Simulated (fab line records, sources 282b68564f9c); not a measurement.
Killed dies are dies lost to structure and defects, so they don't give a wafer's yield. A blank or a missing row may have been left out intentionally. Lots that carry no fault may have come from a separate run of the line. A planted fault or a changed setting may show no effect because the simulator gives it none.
One fault seen from 2 desks / flow rit cmos / only its own numbers are on each desk; what lay behind them is given at the end

== THE TOOL OWNER'S DESK: pecvd-04 ==
The tool's own readings at RIT_CONTACT_CVD_00 (deposits SiO2 from TEOS, target thk 400 nm, time 61 s): means of the sampled wafers that have a number, for each lot that ran on this tool. Marked OUT: a lot whose mean sits more than 4 standard deviations from the usual mean, which makes it out of limits; the brackets give that distance.
Columns: A = heater power w at RIT_CONTACT_CVD_00, usual 336 W; B = run length s at RIT_CONTACT_CVD_00, usual 88.7 s
lot=L106; first seen here=day 3 15:12; A=284; B=88.4
lot=L113; first seen here=day 5 01:59; A=308; B=99.0 (+14) OUT
lot=L125; first seen here=day 7 13:42; A=337; B=89.9
This desk finds L113 out of limits, L113 being first, at day 5 01:59 (run length s at RIT_CONTACT_CVD_00). L106, L125 stayed within limits.

== AT THE METROLOGY DESK ==
What the gauges read for every lot (on any tool): the sampled wafers with a number, averaged. Marked OUT: a lot whose mean sits more than 4 standard deviations from the usual mean, which makes it out of limits; the brackets give that distance.
Columns: A = CONTACT_TEOS_THK at RIT_CONTACT_THK_MEAS_01, usual 400 nm
lot=L105; first seen here=day 3 12:32; A=401
lot=L106; first seen here=day 3 15:16; A=402
lot=L107; first seen here=day 3 22:10; A=403
lot=L112; first seen here=day 4 19:27; A=399
lot=L113; first seen here=day 5 02:02; A=473 (+15) OUT
lot=L117; first seen here=day 5 20:10; A=399
lot=L120; first seen here=day 6 11:20; A=402
lot=L121; first seen here=day 6 15:29; A=390
lot=L123; first seen here=day 7 03:05; A=399
lot=L124; first seen here=day 7 06:40; A=400
lot=L125; first seen here=day 7 13:46; A=400
lot=L126; first seen here=day 7 18:56; A=396
lot=L127; first seen here=day 8 02:41; A=396
This desk's result: L113 out of limits, first on L113 (CONTACT_TEOS_THK at RIT_CONTACT_THK_MEAS_01), day 5 02:02. L105, L106, L107, L112, L117, L120, L121, L123, L124, L125, L126, L127 stayed within limits.

== ALL TOGETHER ==
The tool owner's desk could have raised an alarm at day 5 01:59, on L113.
The metrology desk could have raised an alarm at day 5 02:02, on L113.
All the named lots went through RIT_CONTACT_CVD_00 on pecvd-04.

== WHAT THE SIMULATOR HAD INSERTED ==
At RIT_CONTACT_CVD_00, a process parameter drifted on pecvd-04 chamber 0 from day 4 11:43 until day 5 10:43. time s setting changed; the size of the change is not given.
Lots struck among those shown: L113.
Fault start to first reading out of limits, in hours, per desk: tool owner, 14; metrology, 14.
